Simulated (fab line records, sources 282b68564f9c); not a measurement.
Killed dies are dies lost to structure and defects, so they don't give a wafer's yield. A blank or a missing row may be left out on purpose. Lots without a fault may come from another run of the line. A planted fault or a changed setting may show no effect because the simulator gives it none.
A struck lot beside a sound one | flow rit_cmos | 45 steps out of a route of 202
Sound: wafers L259.1, L259.4, L259.6. Struck: wafers L253.2, L253.4, L253.5. The cause comes at the end.
At each step with rows: each side's tool, then ch and its chambers, then its first start. Under that, the readings that differ: sound wafers | struck wafers | difference of the means | sigmas: that difference in standard deviations of wafers without a fault.
alike: readings whose means differ by less than 2 such deviations, and words and numbers that are the same on both sides. not compared: withheld readings, readings that some wafer has no value for, bounds like >300 that may hide the same value, and numbers for which the record gives no deviation and whose values overlap.
The two part at a step that has a row with sigmas, a row that says differs or no value, or rows on one side only. Numbers that don't overlap but have no deviation are shown without sigmas and don't part them. A reading that every wafer of one side lacks parts them only if that side has two wafers or more.

first, 1 step without rows for these wafers: RIT_ACTIVE_DEVELOP_10 (develop time 50 s).
RIT_ACTIVE_CD_MEAS_11: target cd 1400 nm.
  sound on cd_sem-01, day 4 04:04; struck on cd_sem-01, day 2 21:10
  reading    | sound                | struck               | difference | sigmas
  cd_nm (nm) | 1398.1 1398.3 1400.1 | 1402.2 1403.9 1403.0 | +4.2       | +2
then, 1 step without rows for these wafers: RIT_ACTIVE_HARDBAKE_12 (time 60 s).
RIT_ACTIVE_ETCH_13: etches Si3N4 in SF6, stops on SiO2, time 210 s, target depth 210 nm.
  sound on rie_diel-03 ch 2,3, day 4 04:20; struck on rie_diel-04 ch 0,1,3, day 2 21:25
  alike: SF6_flow_sccm, drypump_motor_current_A, oes_product_au, rf_fwd_power_W, throttle_valve_pct
  not compared: rf_hours_counter_h
RIT_ACTIVE_STRIP_14: strips in O2, time 180 s.
  sound on plasma_asher-01 ch 0,1, day 4 04:28; struck on plasma_asher-02 ch 0,1, day 2 21:34
  alike: drypump_motor_current_A
  not compared: rf_hours_counter_h
RIT_ACTIVE_CD_MEAS_90: target cd 1400 nm.
  sound on cd_sem-02, day 4 04:39; struck on cd_sem-02, day 2 21:45
  alike: cd_nm
then, 4 steps without rows for these wafers: RIT_ACTIVE_CLEAN_15 (cleans in SC1, time 600 s); RIT_ACTIVE_CLEAN_16 (cleans in dHF, time 30 s); RIT_ACTIVE_CLEAN_17 (cleans in SC2, time 600 s); RIT_FOX1_OXIDATION_00 (target thk 350.7 nm, ox time 1130 s).
RIT_FOX1_THK_MEAS_01:
  sound on film_metro-02, day 4 07:16; struck on film_metro-01, day 3 04:32
  alike: FOX1_OXIDE_THK
then, 1 step without rows for these wafers: RIT_FOX1_WET_ETCH_02 (etches SiO2 in BOE, target depth 350 nm, time 390 s).
RIT_FOX2_OXIDATION_00: target thk 350.7 nm, ox time 1130 s.
  sound on furnace-04 ch 0, day 4 07:43; struck on furnace-01 ch 0, day 3 07:48
  reading                                     | sound                | struck               | difference | sigmas
  spike_tc_centre_C (C)                       | 1106.0 1103.5 1104.1 | 1073.5 1075.4 1077.1 | -29.2      | -15
  spike_tc_load_C (C)                         | 1126.7 1128.2 1130.1 | 1105.5 1105.2 1104.6 | -23.2      | -14
  spike_tc_source_C (C)                       | 1124.5 1124.3 1124.3 | 1100.6 1099.0 1100.1 | -24.5      | -20
  tube_center_temp_C (C)                      | 1100.1 1100.1 1100.1 | 1075 1075 1074.9     | -25        | -99 or more
  tube_center_temp_C_max                      | 1103.3 1102.6 1102.7 | 1077.9 1078.7 1077.5 | -24.8      | -49
  model.SiO2_of_FOX2_OXIDATION_00.thk_nm (nm) | 366.5 365.1 364.4    | 302.1 302.5 305.9    | -61.8      |
RIT_FOX2_THK_MEAS_01:
  sound on film_metro-01, day 4 09:02; struck on film_metro-02, day 3 09:07
  reading             | sound       | struck      | difference | sigmas
  FOX2_OXIDE_THK (nm) | 367 365 364 | 302 302 306 | -62        | -9
then, 2 steps without rows for these wafers: RIT_FOX2_CLEAN_02 (cleans in dHF, time 180 s); RIT_FOX2_WET_ETCH_03 (etches Si3N4 in H3PO4, target depth 195 nm, time 2700 s).
RIT_FOX2_THK_MEAS_90:
  sound on film_metro-04, day 4 09:54; struck on film_metro-01, day 3 10:00
  reading                     | sound       | struck      | difference | sigmas
  FIELD_OXIDE_LEFT_1_THK (nm) | 339 338 337 | 275 275 279 | -62        | -9
then, 6 steps without rows for these wafers: RIT_NWELL_HMDS_00 (prime time 60 s); RIT_NWELL_COAT_01 (resist thk 1300 nm); RIT_NWELL_SOFTBAKE_02 (time 60 s); RIT_NWELL_EXPOSE_03 (exposes mask M2, target cd 43900 nm); RIT_NWELL_PEB_04; RIT_NWELL_DEVELOP_05 (develop time 68 s).
RIT_NWELL_OVL_MEAS_06:
  sound on overlay-02, day 4 10:50; struck on overlay-01, day 3 11:04
  alike: NWELL_OVL
then, 2 steps without rows for these wafers: RIT_NWELL_HARDBAKE_07 (time 120 s); RIT_NWELL_IMPLANT_08.
RIT_NWELL_STRIP_09: strips in O2, time 180 s.
  sound on plasma_asher-04 ch 0, day 4 11:17; struck on plasma_asher-04 ch 0,1, day 3 11:29
  alike: drypump_motor_current_A
  not compared: rf_hours_counter_h
RIT_NWELL_TW_MEAS_10:
  sound on film_metro-01, day 4 11:27; struck on film_metro-01, day 3 11:41
  alike: NWELL_TW
then, 6 steps without rows for these wafers: RIT_PWELL_HMDS_00 (prime time 60 s); RIT_PWELL_COAT_01 (resist thk 1300 nm); RIT_PWELL_SOFTBAKE_02 (time 60 s); RIT_PWELL_EXPOSE_03 (exposes mask M3, target cd 43700 nm); RIT_PWELL_PEB_04; RIT_PWELL_DEVELOP_05 (develop time 68 s).
RIT_PWELL_OVL_MEAS_06:
  sound on overlay-02, day 4 12:23; struck on overlay-01, day 3 12:37
  alike: PWELL_OVL
then, 2 steps without rows for these wafers: RIT_PWELL_HARDBAKE_07 (time 120 s); RIT_PWELL_IMPLANT_08.
RIT_PWELL_STRIP_09: strips in O2, time 180 s.
  sound on plasma_asher-01 ch 0,1, day 4 12:50; struck on plasma_asher-02 ch 0,1, day 3 13:02
  alike: drypump_motor_current_A
  not compared: rf_hours_counter_h
RIT_PWELL_TW_MEAS_10:
  sound on film_metro-03, day 4 13:00; struck on film_metro-01, day 3 13:14
  alike: PWELL_TW
then, 1 step without rows for these wafers: RIT_WELLDRIVE_ANNEAL_00 (time 14700 s).
RIT_WELLDRIVE_RS_MEAS_01: measures by four-point-probe.
  sound on film_metro-01, day 4 18:32; struck on film_metro-03, day 3 18:34
  alike: NWELL_RS
RIT_WELLDRIVE_RS_MEAS_02: measures by four-point-probe.
  sound on film_metro-01, day 4 18:39; struck on film_metro-03, day 3 18:41
  alike: PWELL_RS
RIT_FOX2_THK_MEAS_91:
  sound on film_metro-04, day 4 22:25; struck on film_metro-04, day 3 22:35
  reading                     | sound       | struck      | difference | sigmas
  FIELD_OXIDE_LEFT_2_THK (nm) | 271 270 269 | 207 208 211 | -61        | -9
RIT_SILICIDE_WET_ETCH_00: etches SiO2 in BOE, target depth 14 nm, time 15 s.
  sound on wet_bench-03 ch 3, day 5 19:46; struck on wet_bench-04 ch 1, day 4 19:29
  reading                                     | sound             | struck          | difference | sigmas
  model.SiO2_of_FOX2_OXIDATION_00.thk_nm (nm) | 165.5 164.9 163.8 | 104 102.4 105.9 | -61        |
RIT_M1_PROBE_99:
  sound on prober-01, day 6 02:48; struck on prober-01, day 5 02:28
  reading                                          | sound                | struck               | difference | sigmas
  model.etest.nldd.width_nm (nm)                   | 3144 3146 3144       | 3220 3237 3204       | +76        |
  model.etest.pldd.width_nm (nm)                   | 3130 3144 3146       | 3209 3236 3215       | +80        |
  model.etest.pplus_sal.width_nm (nm)              | 3424 3416 3443       | 3458 3476 3486       | +46        |
  model.etest.nplus_sal.width_nm (nm)              | 3426 3413 3429       | 3440 3471 3471       | +38        |
  model.etest.pwell.rs_ohm_sq                      | 419.4 421.2 422.6    | 407.6 404.7 409.3    | -13.9      |
  model.etest.field_n.vt_v (V)                     | 36.95 36.8 36.64     | 28.12 28.3 28.7      | -8.42      |
  model.etest.field_p_metal.vt_v (V)               | -28.21 -28.75 -28.96 | -35.71 -35.59 -34.85 | -6.74      |
  model.etest.poly_comb_over_steps.leak_log10_a_um | -12.8 -12.9 -12.91   | -9.581 -12.55 -12.77 | +1.236     |
  alike: killed_at_contacts, killed_at_front_end, killed_dies, killed_open, killed_short

WHERE THEY PART
First at RIT_ACTIVE_CD_MEAS_11; last, within this record, at RIT_FOX2_THK_MEAS_91. Later steps at which nothing parts them and some readings are alike: RIT_M1_PROBE_99.

WHY: what the simulator had put in
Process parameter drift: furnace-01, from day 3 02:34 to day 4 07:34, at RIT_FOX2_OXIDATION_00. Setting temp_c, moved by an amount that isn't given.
